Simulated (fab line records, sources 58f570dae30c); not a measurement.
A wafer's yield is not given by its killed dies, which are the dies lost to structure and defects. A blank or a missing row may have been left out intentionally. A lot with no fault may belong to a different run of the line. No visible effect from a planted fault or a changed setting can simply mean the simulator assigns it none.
Which tool did it? / flow berkeleyCmos170 / 14 lots with 42 wafers sampled at 4 steps, on a route of 331 steps

WHAT THE GAUGES READ, wafer by wafer
UCB170_CONTACT_THK_MEAS_02. Usual: CONTACT_PSG_THK 697 nm, standard deviation 7.9.
lot=L170; measured=day 7 03:07; on=filmMetro-01; CONTACT_PSG_THK (nm)=700 697 696; flag=
lot=L169; measured=day 7 03:06; on=filmMetro-02; CONTACT_PSG_THK (nm)=690 692 695; flag=
lot=L171; measured=day 7 03:07; on=filmMetro-03; CONTACT_PSG_THK (nm)=696 696 703; flag=
lot=L172; measured=day 7 12:17; on=filmMetro-02; CONTACT_PSG_THK (nm)=707 699 704; flag=
lot=L173; measured=day 7 15:08; on=filmMetro-01; CONTACT_PSG_THK (nm)=1397 1404 1403; flag=OFF
lot=L174; measured=day 8 20:17; on=filmMetro-01; CONTACT_PSG_THK (nm)=1395 1398 1398; flag=OFF
lot=L177; measured=day 8 15:42; on=filmMetro-02; CONTACT_PSG_THK (nm)=711 705 708; flag=
lot=L175; measured=day 8 15:49; on=filmMetro-03; CONTACT_PSG_THK (nm)=695 689 689; flag=
lot=L186; measured=day 10 09:26; on=filmMetro-02; CONTACT_PSG_THK (nm)=710 707 708; flag=
lot=L185; measured=day 10 08:54; on=filmMetro-02; CONTACT_PSG_THK (nm)=684 679 683; flag=
lot=L189; measured=day 11 01:38; on=filmMetro-02; CONTACT_PSG_THK (nm)=690 694 696; flag=
lot=L188; measured=day 11 01:38; on=filmMetro-01; CONTACT_PSG_THK (nm)=689 688 687; flag=
lot=L190; measured=day 10 23:23; on=filmMetro-03; CONTACT_PSG_THK (nm)=706 704 702; flag=
lot=L192; measured=day 12 02:59; on=filmMetro-01; CONTACT_PSG_THK (nm)=686 684 686; flag=

TOOL THAT RAN EACH LOT (tool first, then ch and the chambers of the sampled wafers, then the start)
lot=L170; UCB170_PVT_STRIP_08=plasmaAsher-01 ch 0,1, day 5 17:02; UCB170_SILICIDE_RTA_04=rtpAnneal-01 ch 0, day 6 21:46; UCB170_CONTACT_CVD_01=lpcvd-02 ch 0, day 7 00:26
lot=L169; UCB170_PVT_STRIP_08=plasmaAsher-03 ch 0,1, day 5 17:52; UCB170_SILICIDE_RTA_04=rtpAnneal-01 ch 0, day 6 22:01; UCB170_CONTACT_CVD_01=lpcvd-02 ch 0, day 7 00:26
lot=L171; UCB170_PVT_STRIP_08=plasmaAsher-01 ch 0,1, day 5 20:17; UCB170_SILICIDE_RTA_04=rtpAnneal-02 ch 0, day 6 21:58; UCB170_CONTACT_CVD_01=lpcvd-02 ch 1, day 7 00:26
lot=L172; UCB170_PVT_STRIP_08=plasmaAsher-03 ch 0,1, day 6 00:50; UCB170_SILICIDE_RTA_04=rtpAnneal-02 ch 0, day 7 10:14; UCB170_CONTACT_CVD_01=lpcvd-01 ch 1, day 7 10:30
lot=L173; UCB170_PVT_STRIP_08=plasmaAsher-04 ch 0,1, day 6 01:09; UCB170_SILICIDE_RTA_04=rtpAnneal-01 ch 0, day 7 10:15; UCB170_CONTACT_CVD_01=lpcvd-01 ch 0, day 7 10:30 and lpcvd-02 ch 0, day 7 13:17
lot=L174; UCB170_PVT_STRIP_08=plasmaAsher-01 ch 0,1, day 7 06:58; UCB170_SILICIDE_RTA_04=rtpAnneal-02 ch 0, day 8 12:37; UCB170_CONTACT_CVD_01=lpcvd-02 ch 1, day 8 13:08 and lpcvd-01 ch 1, day 8 17:37
lot=L177; UCB170_PVT_STRIP_08=plasmaAsher-03 ch 0,1, day 7 07:24; UCB170_SILICIDE_RTA_04=rtpAnneal-01 ch 0, day 8 13:10; UCB170_CONTACT_CVD_01=lpcvd-01 ch 0, day 8 13:55
lot=L175; UCB170_PVT_STRIP_08=plasmaAsher-01 ch 0,1, day 7 07:40; UCB170_SILICIDE_RTA_04=rtpAnneal-02 ch 0, day 8 12:48; UCB170_CONTACT_CVD_01=lpcvd-02 ch 0, day 8 13:08
lot=L186; UCB170_PVT_STRIP_08=plasmaAsher-03 ch 0,1, day 8 21:58; UCB170_SILICIDE_RTA_04=rtpAnneal-01 ch 0, day 10 06:29; UCB170_CONTACT_CVD_01=lpcvd-01 ch 1, day 10 06:44
lot=L185; UCB170_PVT_STRIP_08=plasmaAsher-04 ch 0,1, day 8 22:12; UCB170_SILICIDE_RTA_04=rtpAnneal-02 ch 0, day 10 05:57; UCB170_CONTACT_CVD_01=lpcvd-02 ch 0, day 10 06:13
lot=L189; UCB170_PVT_STRIP_08=plasmaAsher-04 ch 0,1, day 9 17:26; UCB170_SILICIDE_RTA_04=rtpAnneal-01 ch 0, day 10 21:49; UCB170_CONTACT_CVD_01=lpcvd-02 ch 1, day 10 22:57
lot=L188; UCB170_PVT_STRIP_08=plasmaAsher-01 ch 0,1, day 9 17:35; UCB170_SILICIDE_RTA_04=rtpAnneal-02 ch 0, day 10 21:37; UCB170_CONTACT_CVD_01=lpcvd-02 ch 1, day 10 22:57
lot=L190; UCB170_PVT_STRIP_08=plasmaAsher-03 ch 0,1, day 9 19:14; UCB170_SILICIDE_RTA_04=rtpAnneal-02 ch 0, day 10 21:20; UCB170_CONTACT_CVD_01=lpcvd-01 ch 1, day 10 21:37
lot=L192; UCB170_PVT_STRIP_08=plasmaAsher-04 ch 0,1, day 10 16:25; UCB170_SILICIDE_RTA_04=rtpAnneal-01 ch 0, day 11 20:08; UCB170_CONTACT_CVD_01=lpcvd-02 ch 1, day 12 00:18
- UCB170_PVT_STRIP_08: strips in O2.
- UCB170_SILICIDE_RTA_04: time 15 s.
- UCB170_CONTACT_CVD_01: deposits PSG from SiH4/O2/PH3, target thk 700 nm, time 2820 s.

AS READ BY THE TOOLS THEMSELVES (means over the sampled wafers that have a number; for cases with no such wafer, the mark the record gives instead)
UCB170_PVT_STRIP_08. Usual: drypumpMotorCurrentA 6.0 A, standard deviation 0.38; oesProductAu 0.734 a.u., standard deviation 0.0047; stripTimeToEndpointS 21.63 s, standard deviation 0.067.
lot=L170; tool=plasmaAsher-01; drypumpMotorCurrentA (A)=6.1; oesProductAu (a.u.)=0.734; stripTimeToEndpointS (s)=21.63; flag=
lot=L169; tool=plasmaAsher-03; drypumpMotorCurrentA (A)=5.8; oesProductAu (a.u.)=0.737; stripTimeToEndpointS (s)=21.68; flag=
lot=L171; tool=plasmaAsher-01; drypumpMotorCurrentA (A)=6.1; oesProductAu (a.u.)=0.733; stripTimeToEndpointS (s)=21.66; flag=
lot=L172; tool=plasmaAsher-03; drypumpMotorCurrentA (A)=5.8; oesProductAu (a.u.)=0.730; stripTimeToEndpointS (s)=21.60; flag=
lot=L173; tool=plasmaAsher-04; drypumpMotorCurrentA (A)=6.0; oesProductAu (a.u.)=0.729; stripTimeToEndpointS (s)=21.63; flag=
lot=L174; tool=plasmaAsher-01; drypumpMotorCurrentA (A)=6.1; oesProductAu (a.u.)=0.734; stripTimeToEndpointS (s)=21.70; flag=
lot=L177; tool=plasmaAsher-03; drypumpMotorCurrentA (A)=6.2; oesProductAu (a.u.)=0.736; stripTimeToEndpointS (s)=21.66; flag=
lot=L175; tool=plasmaAsher-01; drypumpMotorCurrentA (A)=6.1; oesProductAu (a.u.)=0.736; stripTimeToEndpointS (s)=21.66; flag=
lot=L186; tool=plasmaAsher-03; drypumpMotorCurrentA (A)=6.2; oesProductAu (a.u.)=0.734; stripTimeToEndpointS (s)=21.52; flag=
lot=L185; tool=plasmaAsher-04; drypumpMotorCurrentA (A)=5.9; oesProductAu (a.u.)=0.735; stripTimeToEndpointS (s)=21.56; flag=
lot=L189; tool=plasmaAsher-04; drypumpMotorCurrentA (A)=6.0; oesProductAu (a.u.)=0.735; stripTimeToEndpointS (s)=21.63; flag=
lot=L188; tool=plasmaAsher-01; drypumpMotorCurrentA (A)=6.2; oesProductAu (a.u.)=0.735; stripTimeToEndpointS (s)=21.62; flag=
lot=L190; tool=plasmaAsher-03; drypumpMotorCurrentA (A)=6.1; oesProductAu (a.u.)=0.735; stripTimeToEndpointS (s)=21.61; flag=
lot=L192; tool=plasmaAsher-04; drypumpMotorCurrentA (A)=6.0; oesProductAu (a.u.)=0.739; stripTimeToEndpointS (s)=21.71; flag=

UCB170_SILICIDE_RTA_04. Usual: chamberO2Ppm 2.003, standard deviation 0.022; lampPowerPct 10.5 %, standard deviation 0.5; wafer_temp_C_max 652.6, standard deviation 0.67.
lot=L170; tool=rtpAnneal-01; chamberO2Ppm=1.986; lampPowerPct (%)=11.0; wafer_temp_C_max=652.2; flag=
lot=L169; tool=rtpAnneal-01; chamberO2Ppm=1.988; lampPowerPct (%)=11.0; wafer_temp_C_max=652.4; flag=
lot=L171; tool=rtpAnneal-02; chamberO2Ppm=1.991; lampPowerPct (%)=10.0; wafer_temp_C_max=653.4; flag=
lot=L172; tool=rtpAnneal-02; chamberO2Ppm=2.021; lampPowerPct (%)=10.0; wafer_temp_C_max=653.2; flag=
lot=L173; tool=rtpAnneal-01; chamberO2Ppm=2.020; lampPowerPct (%)=11.0; wafer_temp_C_max=652.1; flag=
lot=L174; tool=rtpAnneal-02; chamberO2Ppm=2.010; lampPowerPct (%)=10.0; wafer_temp_C_max=652.5; flag=
lot=L177; tool=rtpAnneal-01; chamberO2Ppm=2.000; lampPowerPct (%)=11.0; wafer_temp_C_max=652.4; flag=
lot=L175; tool=rtpAnneal-02; chamberO2Ppm=2.023; lampPowerPct (%)=10.0; wafer_temp_C_max=652.7; flag=
lot=L186; tool=rtpAnneal-01; chamberO2Ppm=2.020; lampPowerPct (%)=11.0; wafer_temp_C_max=652.3; flag=
lot=L185; tool=rtpAnneal-02; chamberO2Ppm=1.969; lampPowerPct (%)=10.0; wafer_temp_C_max=653.1; flag=
lot=L189; tool=rtpAnneal-01; chamberO2Ppm=2.027; lampPowerPct (%)=11.0; wafer_temp_C_max=651.7; flag=
lot=L188; tool=rtpAnneal-02; chamberO2Ppm=2.015; lampPowerPct (%)=10.1; wafer_temp_C_max=652.7; flag=
lot=L190; tool=rtpAnneal-02; chamberO2Ppm=1.978; lampPowerPct (%)=10.0; wafer_temp_C_max=653.8; flag=
lot=L192; tool=rtpAnneal-01; chamberO2Ppm=2.011; lampPowerPct (%)=11.0; wafer_temp_C_max=652.5; flag=

UCB170_CONTACT_CVD_01. Usual: spikeTcCentreC at 451.9 C, with a standard deviation of 1.1.
lot=L170; tool=lpcvd-02; spikeTcCentreC (C)=452.8; flag=
lot=L169; tool=lpcvd-02; spikeTcCentreC (C)=452.5; flag=
lot=L171; tool=lpcvd-02; spikeTcCentreC (C)=451.3; flag=
lot=L172; tool=lpcvd-01; spikeTcCentreC (C)=452.3; flag=
lot=L173; tool=lpcvd-01/lpcvd-02; spikeTcCentreC (C)=452.7; flag=
lot=L174; tool=lpcvd-02/lpcvd-01; spikeTcCentreC (C)=450.5; flag=
lot=L177; tool=lpcvd-01; spikeTcCentreC (C)=452.3; flag=
lot=L175; tool=lpcvd-02; spikeTcCentreC (C)=452.4; flag=
lot=L186; tool=lpcvd-01; spikeTcCentreC (C)=451.4; flag=
lot=L185; tool=lpcvd-02; spikeTcCentreC (C)=452.0; flag=
lot=L189; tool=lpcvd-02; spikeTcCentreC (C)=450.1; flag=
lot=L188; tool=lpcvd-02; spikeTcCentreC (C)=452.7; flag=
lot=L190; tool=lpcvd-01; spikeTcCentreC (C)=451.6; flag=
lot=L192; tool=lpcvd-02; spikeTcCentreC (C)=451.5; flag=

THE ANSWER, worked out from the rows above alone
Rule: lot off if the mean of its wafers having a number is beyond 3 standard deviations from the usual mean. A lot without any number at a reading at which 4 lots or more have one is off too. All remaining lots with rows at the step are treated as sound. First the gauges in route order, then the tools' own readings, where a lot's mean is used as printed above. The first step at which some lot is off is used, and at that step the reading that is off furthest; a lot without a number counts as furthest.
Off: L173, L174, seen at UCB170_CONTACT_THK_MEAS_02 (CONTACT_PSG_THK).
If a tool, at a process step before that reading, ran all the lots that are off and no sound lot after the first of them, it fits. The gauges at UCB170_CONTACT_THK_MEAS_02 are tried like those tools. Of those tried, none fits.

WHAT HAD BEEN PUT IN BY THE SIMULATOR
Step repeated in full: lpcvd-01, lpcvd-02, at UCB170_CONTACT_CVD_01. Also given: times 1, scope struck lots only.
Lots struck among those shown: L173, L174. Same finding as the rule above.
